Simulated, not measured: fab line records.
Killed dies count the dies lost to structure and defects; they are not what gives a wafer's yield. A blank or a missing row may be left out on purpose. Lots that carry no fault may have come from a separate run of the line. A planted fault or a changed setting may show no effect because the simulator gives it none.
Lot-split experiment    flow rit_cmos    5 lots, 23 wafers read, on a route of 202 steps

== ABOUT THE SPLIT ==
At RIT_PLDD_IMPLANT_08, the setting dose_cm2 was moved away from the recipe's 9e+14 on 4 of the 23 wafers read, by +4.1% to +7.3%. This setting was run at the recipe's value on the other wafers.

== FROM SPLIT TO READING: 1 step shown by the file between the two ==
- RIT_PLDD_STRIP_09: strips in O2, time 180 s

== THE READING ==
PLDD_TW, at RIT_PLDD_TW_MEAS_10. Fault-free wafers of this fab line usually give 2327, standard deviation 14.

wafer   tool, chamber at the split  dose_cm2 as run  against the recipe  PLDD_TW  against lot-mates on the recipe
L074.3  implanter-03, 0             9e+14            recipe              2336     -
L074.4  implanter-03, 0             9e+14            recipe              2344     -
L074.6  implanter-03, 0             9e+14            recipe              2352     -
L075.1  implanter-01, 0             9e+14            recipe              2329     -
L075.3  implanter-01, 0             9e+14            recipe              2331     -
L075.4  implanter-01, 0             9e+14            recipe              2331     -
L075.5  implanter-01, 0             9e+14            recipe              2328     -
L075.6  implanter-01, 0             9e+14            recipe              2333     -
L077.1  implanter-03, 0             9e+14            recipe              2348     -
L077.2  implanter-03, 0             9e+14            recipe              2355     -
L077.3  implanter-03, 0             9.371e+14        +4.1%               2370     +21
L077.4  implanter-03, 0             9.371e+14        +4.1%               2367     +18
L077.6  implanter-03, 0             9e+14            recipe              2343     -
L082.1  implanter-01, 0             9e+14            recipe              2315     -
L082.2  implanter-01, 0             9e+14            recipe              2320     -
L082.3  implanter-01, 0             9e+14            recipe              2317     -
L082.5  implanter-01, 0             9e+14            recipe              2328     -
L082.6  implanter-01, 0             9e+14            recipe              2315     -
L085.1  implanter-03, 0             9e+14            recipe              2318     -
L085.2  implanter-03, 0             9e+14            recipe              2321     -
L085.3  implanter-03, 0             9e+14            recipe              2313     -
L085.4  implanter-03, 0             9.658e+14        +7.3%               2364     +47
L085.5  implanter-03, 0             9.658e+14        +7.3%               2351     +34

FIT RESULTS
A straight line over all 23 wafers: PLDD_TW changes by +4.92 for each +1% of dose_cm2; r = +0.65; the points scatter about the line by 14.
The same after taking each lot's own level away (the mean of its wafers on the recipe; 23 wafers): +5.34 for each +1%; r = +0.94; scatter 4.7.
That fit puts the effect of the largest move of dose_cm2 on the reading at 39.
Measured against the standard deviation above, the lots' own levels, which go from 2317.3 to 2348.7, span 2.2 times it.
So the lot-to-lot level blurs the effect unless lot-mates are compared.
Check: with one of the wafers moved furthest among these (+7.3%) left out of the fit, the line predicts +34.2 for it against its lot-mates. Against them it came out at +46.7.

== FURTHER SPLITS ON THESE WAFERS ==
Other splits were also applied to these wafers ahead of the reading. Each is held against what the fit with the lots' levels taken away leaves over:
other split on the same wafers       wafers away from the commonest value  r with PLDD_TW (lot level and that fit taken away)
RIT_ACTIVE_CVD_03 sih2cl2_flow_sccm  15                                    -0.02
RIT_ACTIVE_EXPOSE_08 dose_mj         5                                     +0.21
RIT_ACTIVE_STRIP_14 pressure_mtorr   15                                    +0.04
RIT_NWELL_SOFTBAKE_02 temp_c         10                                    +0.17
RIT_NWELL_IMPLANT_08 energy_kev      8                                     +0.31
RIT_PRETRO_COAT_01 resist_thk_nm     7                                     +0.02
RIT_PRETRO_HARDBAKE_07 temp_c        4                                     -0.23
RIT_GATE_CVD_08 pressure_mtorr       18                                    -0.04
RIT_GATE_ETCH_19 over_etch_frac      10                                    -0.02
RIT_NLDD_COAT_01 spin_rpm            10                                    +0.29

== THE FILE'S OWN FIT ==
PLDD_TW changes by +5.28 for each +1% of dose_cm2, r = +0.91.
